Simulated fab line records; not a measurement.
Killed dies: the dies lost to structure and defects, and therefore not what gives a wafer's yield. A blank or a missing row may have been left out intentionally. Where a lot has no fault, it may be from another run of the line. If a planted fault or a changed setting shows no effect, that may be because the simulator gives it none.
Which tool was responsible? :: flow rit cmos :: 6 lots, 18 wafers sampled, at 2 steps of a route of 202

== WHAT THE GAUGES SHOWED, per wafer ==
RIT_PSD_TW_MEAS_10.
lot: L201
measured: day 3 10:05
on: film metro-03
PSD_TW: 3511 3508 3494

lot: L203
measured: day 3 16:25
on: film metro-01
PSD_TW: 3381 3375 3400

lot: L207
measured: day 4 18:50
on: film metro-02
PSD_TW: 3446 3416 3421

lot: L211
measured: day 5 11:04
on: film metro-03
PSD_TW: 31 31 31 31 31 31

lot: L215
measured: day 6 04:38
on: film metro-01
PSD_TW: 3388 3383 3386

lot: L221
measured: day 7 10:53
on: film metro-02
PSD_TW: 3444 3466 3449

== WHICH TOOL RAN EACH LOT (tool, then ch and the chambers of the sampled wafers, then the start) ==
lot: L201
RIT_PSD_DEVELOP_05: litho track-04 ch 0, day 3 09:00

lot: L203
RIT_PSD_DEVELOP_05: litho track-02 ch 0, day 3 15:00

lot: L207
RIT_PSD_DEVELOP_05: litho track-02 ch 0, day 4 18:00

lot: L211
RIT_PSD_DEVELOP_05: litho track-01 ch 0, day 5 10:00

lot: L215
RIT_PSD_DEVELOP_05: litho track-02 ch 0, day 6 04:00

lot: L221
RIT_PSD_DEVELOP_05: litho track-04 ch 0, day 7 10:00
- RIT_PSD_DEVELOP_05: develop time 50 s.

== THE ANSWER, worked out from the rows above alone ==
Rule: the usual values come from the lots themselves. The widest of any qualifying gaps counts: lots, ordered by their means at a reading, are off when they make up no more than a third of the lots, leave a main group of 4 or more, and stand apart from it by 3 or more times the standard deviation of that group's means. A main group whose means are all the same, to the digits that the tables above print for the reading, isn't used. A lot without any number at a reading at which 4 lots or more have one is off too. Where the step has rows for the other lots, those lots are counted as sound.
Off: L211, at RIT_PSD_TW_MEAS_10 (PSD_TW). The main group has a mean of 3431 with a standard deviation of 45.
If a tool, at a process step before that reading, ran all the lots that are off and no sound lot after the first of them, it fits. The gauges at RIT_PSD_TW_MEAS_10 are tried like those tools. 2 tools fit, litho track-01 at RIT_PSD_DEVELOP_05 and film metro-03 at RIT_PSD_TW_MEAS_10, so this cannot tell which one it is.

== WHAT WAS PUT IN BY THE SIMULATOR ==
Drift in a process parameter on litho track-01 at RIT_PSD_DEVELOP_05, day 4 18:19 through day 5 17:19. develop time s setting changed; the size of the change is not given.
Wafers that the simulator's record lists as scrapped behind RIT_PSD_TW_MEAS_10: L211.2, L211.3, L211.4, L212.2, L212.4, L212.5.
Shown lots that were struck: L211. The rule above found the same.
